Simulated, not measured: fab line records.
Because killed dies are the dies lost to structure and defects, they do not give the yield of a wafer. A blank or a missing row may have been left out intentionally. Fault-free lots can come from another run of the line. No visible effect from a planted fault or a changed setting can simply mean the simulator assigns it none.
Check of tool commonality	flow berkeley cmos170	13 lots, 39 wafers sampled

## REASON FOR OPENING
Flagged at UCB170_M3_CD_MEAS_90: reading cd nm, on 3 of 13 lots. Wafers without a fault read 698 nm, standard deviation 3.1.
Rule: a lot gets a flag if all its wafers with a number sit over 4 standard deviations from that mean, or if no wafer of it has a number. The rest of the lots are taken to be sound.

lot	measured	on	cd nm (nm), wafer by wafer	flag
L104	day 7 13:41	cd sem-02	693 695 695	
L105	day 8 05:59	cd sem-01	697 699 696	
L107	day 9 01:10	cd sem-02	695 690 689	
L108	day 9 03:04	cd sem-01	700 696 694	
L111	day 9 09:18	cd sem-02	677 677 675	FLAGGED
L115	day 9 10:01	cd sem-02	702 699 700	
L110	day 9 10:02	cd sem-01	679 677 674	FLAGGED
L116	day 10 10:52	cd sem-02	677 683 680	FLAGGED
L117	day 11 03:41	cd sem-01	700 698 697	
L121	day 11 18:37	cd sem-02	698 699 696	
L122	day 11 19:28	cd sem-01	704 707 704	
L125	day 12 02:33	cd sem-02	698 701 697	
L124	day 12 02:43	cd sem-01	698 700 699	
The mean of the flagged lots' numbers is 678 nm, -20 nm from the usual (-7 standard deviations).

## TOOL THAT RAN EACH LOT
Before the reading, the record contains 4 process steps out of a 331-step route. Cell contents, in order: the tool; ch with the chambers the sampled wafers went through; the start.
lot	flag	UCB170_V2_ETCH_14	UCB170_M3_ETCH_17	UCB170_M3_METAL_ETCH_18	UCB170_M3_STRIP_19
L104		rie diel-02 ch 0,1,3, day 7 10:35	rie diel-02 ch 0,2,3, day 7 13:19	rie metal-04 ch 0,1, day 7 13:25	plasma asher-03 ch 0,1, day 7 13:34
L105		rie diel-04 ch 0,1, day 8 02:23	rie diel-03 ch 1,2,3, day 8 05:38	rie metal-03 ch 0,1, day 8 05:41	plasma asher-03 ch 0,1, day 8 05:52
L107		rie diel-04 ch 0,3, day 8 20:42	rie diel-02 ch 1,3, day 9 00:50	rie metal-04 ch 0,1, day 9 00:52	plasma asher-03 ch 0,1, day 9 01:04
L108		rie diel-02 ch 1,2,3, day 8 22:58	rie diel-03 ch 0,2,3, day 9 02:44	rie metal-04 ch 0,1, day 9 02:46	plasma asher-01 ch 0,1, day 9 02:58
L111	FLAGGED	rie diel-04 ch 1,2, day 9 04:02	rie diel-04 ch 1,2,3, day 9 08:52	rie metal-04 ch 0,1, day 9 08:55	plasma asher-04 ch 0,1, day 9 09:06
L115		rie diel-02 ch 0,2,3, day 9 04:19	rie diel-02 ch 0,3, day 9 09:19	rie metal-02 ch 0,1, day 9 09:22	plasma asher-04 ch 0,1, day 9 09:33
L110	FLAGGED	rie diel-04 ch 0,1, day 9 04:33	rie diel-04 ch 0,1, day 9 09:26	rie metal-04 ch 0,1, day 9 09:29	plasma asher-03 ch 0,1, day 9 09:40
L116	FLAGGED	rie diel-02 ch 0,2,3, day 10 05:24	rie diel-02 ch 0,1,3, day 10 10:31	rie metal-04 ch 0,1, day 10 10:34	plasma asher-03 ch 0,1, day 10 10:44
L117		rie diel-02 ch 1,3, day 11 00:32	rie diel-03 ch 1,2, day 11 03:20	rie metal-02 ch 0,1, day 11 03:23	plasma asher-03 ch 0,1, day 11 03:34
L121		rie diel-02 ch 1,2, day 11 15:28	rie diel-02 ch 0,1,2, day 11 18:17	rie metal-02 ch 0,1, day 11 18:19	plasma asher-01 ch 0,1, day 11 18:31
L122		rie diel-04 ch 1,2, day 11 16:02	rie diel-03 ch 0,1, day 11 19:08	rie metal-03 ch 0,1, day 11 19:11	plasma asher-04 ch 0,1, day 11 19:22
L125		rie diel-04 ch 0,1,2, day 11 23:16	rie diel-03 ch 1,2,3, day 12 02:13	rie metal-02 ch 0,1, day 12 02:16	plasma asher-03 ch 0,1, day 12 02:27
L124		rie diel-02 ch 1,3, day 11 23:25	rie diel-04 ch 0,2, day 12 02:22	rie metal-03 ch 0,1, day 12 02:25	plasma asher-01 ch 0,1, day 12 02:36
These steps, and what they do:
- UCB170_V2_ETCH_14: etches SiO2 in CHF3/CF4/Ar, stops on Al, target depth 1250 nm, time 291 s.
- UCB170_M3_ETCH_17: etches BARC in N2/H2.
- UCB170_M3_METAL_ETCH_18: etches Al in Cl2/BCl3, stops on SiO2, target depth 1170 nm, time 195 s.
- UCB170_M3_STRIP_19: strips in O2.
- UCB170_M3_CD_MEAS_90: target cd 700 nm.

## FLAGGED OVER TOTAL, TOOL BY TOOL (the gauges that took the reading come last)
step	tool	lots run	flagged	share of the flagged lots	sound lots run after its first flagged lot
UCB170_V2_ETCH_14	rie diel-02	7	1	some	3 (L117,L121,L124)
UCB170_V2_ETCH_14	rie diel-04	6	2	some	2 (L122,L125)
UCB170_M3_ETCH_17	rie diel-02	5	1	some	1 (L121)
UCB170_M3_ETCH_17	rie diel-03	5	0	none	-
UCB170_M3_ETCH_17	rie diel-04	3	2	some	1 (L124)
UCB170_M3_METAL_ETCH_18	rie metal-02	4	0	none	-
UCB170_M3_METAL_ETCH_18	rie metal-03	3	0	none	-
UCB170_M3_METAL_ETCH_18	rie metal-04	6	3	all	0
UCB170_M3_STRIP_19	plasma asher-01	3	0	none	-
UCB170_M3_STRIP_19	plasma asher-03	7	2	some	2 (L117,L125)
UCB170_M3_STRIP_19	plasma asher-04	3	1	some	2 (L115,L122)
UCB170_M3_CD_MEAS_90	cd sem-01	6	1	some	3 (L117,L122,L124)
UCB170_M3_CD_MEAS_90	cd sem-02	7	2	some	3 (L115,L121,L125)

## THE TABLE: WHAT IT ALLOWS
1 row of the table ran every flagged lot: rie metal-04 at UCB170_M3_METAL_ETCH_18.
- rie metal-04 at UCB170_M3_METAL_ETCH_18 ran 6 lots, 3 of them flagged. A fault beginning between L108 (day 9 02:46), its last sound lot, and L111 (day 9 08:55), its first flagged one, fits the data. Its own readings lie more than 4 standard deviations out on every wafer of the flagged lots: rf fwd power W.
Left over: one tool, rie metal-04 at UCB170_M3_METAL_ETCH_18.

## WHAT HAD BEEN PUT IN BY THE SIMULATOR
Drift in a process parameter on rie metal-04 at UCB170_M3_METAL_ETCH_18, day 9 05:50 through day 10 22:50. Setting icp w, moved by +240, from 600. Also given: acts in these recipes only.
Shown lots that were struck: L111, L110, L116. The rule above reached the same finding.
